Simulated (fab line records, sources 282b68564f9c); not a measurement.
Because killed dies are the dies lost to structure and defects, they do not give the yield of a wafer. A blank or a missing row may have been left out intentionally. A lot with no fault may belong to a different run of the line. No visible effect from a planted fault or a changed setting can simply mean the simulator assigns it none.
Code-filled problem report in 8D (eight disciplines) form | flow rit_cmos | the parts of the form that need people (team, actions taken, sign-off) are left out

1. THE PROBLEM
Wafers without a fault read 2000.0 rpm, standard deviation 1.2; spin_speed_rpm at RIT_NRETRO_COAT_01 reads a mean of 1660.3 rpm on 6 wafers belonging to 2 lots. So: -99 or more standard deviations from the usual mean.
The step: resist thk 1300 nm.
The first sign was on wafer L825.1 at day 6 11:38, on litho_track-04. The record holds 18 wafers of 6 lots with a number at this step. Rule for "out", or "out of limits": more than 4 standard deviations from the usual mean. Any other wafer with a number is counted as sound.

2. WHAT IT IS, WHAT IT ISN'T
question                    | is                     | is not
which readings at this step | spin_speed_rpm         | -
which lots                  | L825, L826             | L810, L814, L827, L828
which wafers of those lots  | all that have a number | -
read on which tools         | litho_track-04         | litho_track-02, litho_track-03
when                        | from day 6 11:38       | up to then (6 sound wafers); but 6 sound wafers of L827, L828 came after

3. SUSPECTS, AND WHAT RULES EACH OUT
Counting: a tool at any process step up to the reading remains a suspect when it ran all the lots that are out and ran no sound lot after the first of those.
- litho_track-04 at RIT_NRETRO_COAT_01 (resist thk 1300 nm): kept. It ran every lot that is out, first L825 (day 6 11:38), and no sound lot after that; its last sound lot up to then is L810 (day 3 06:28). Out on those wafers are its own readings of spin_speed_rpm.
After counting, what remains is litho_track-04 at RIT_NRETRO_COAT_01.

4. THE CAUSE (what the simulator had put in)
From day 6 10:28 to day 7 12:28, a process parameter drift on litho_track-04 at RIT_NRETRO_COAT_01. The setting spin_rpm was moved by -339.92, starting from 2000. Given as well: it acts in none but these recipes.
Only this tool survived the counting.

5. THE CHAIN OF EFFECTS, in route order
Each row: a reading where the mean over the struck wafers with a number is more than 3 standard deviations away from the usual. Readings are gone through only where the record gives a usual standard deviation; hours: the median, over the lots, of the time from a lot's start at the first step in this table giving one to that lot's start at this step; sigmas: the change measured in usual standard deviations.
hours | step               | reading        | usual      | on struck wafers | change | sigmas
0     | RIT_NRETRO_COAT_01 | spin_speed_rpm | 2000.0 rpm | 1660.3           | -339.7 | -99 or more
Here are the process steps it includes:
- RIT_NRETRO_COAT_01: resist thk 1300 nm.
At these later measuring or inspecting steps, every struck wafer for which the step has a row has a number for every such reading, and none has moved that far: RIT_NRETRO_OVL_MEAS_06.

6. WHAT WOULD HAVE CAUGHT IT SOONER
In this record the first reading out of limits was taken at day 6 11:38, 1 hour after the fault began at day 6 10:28.
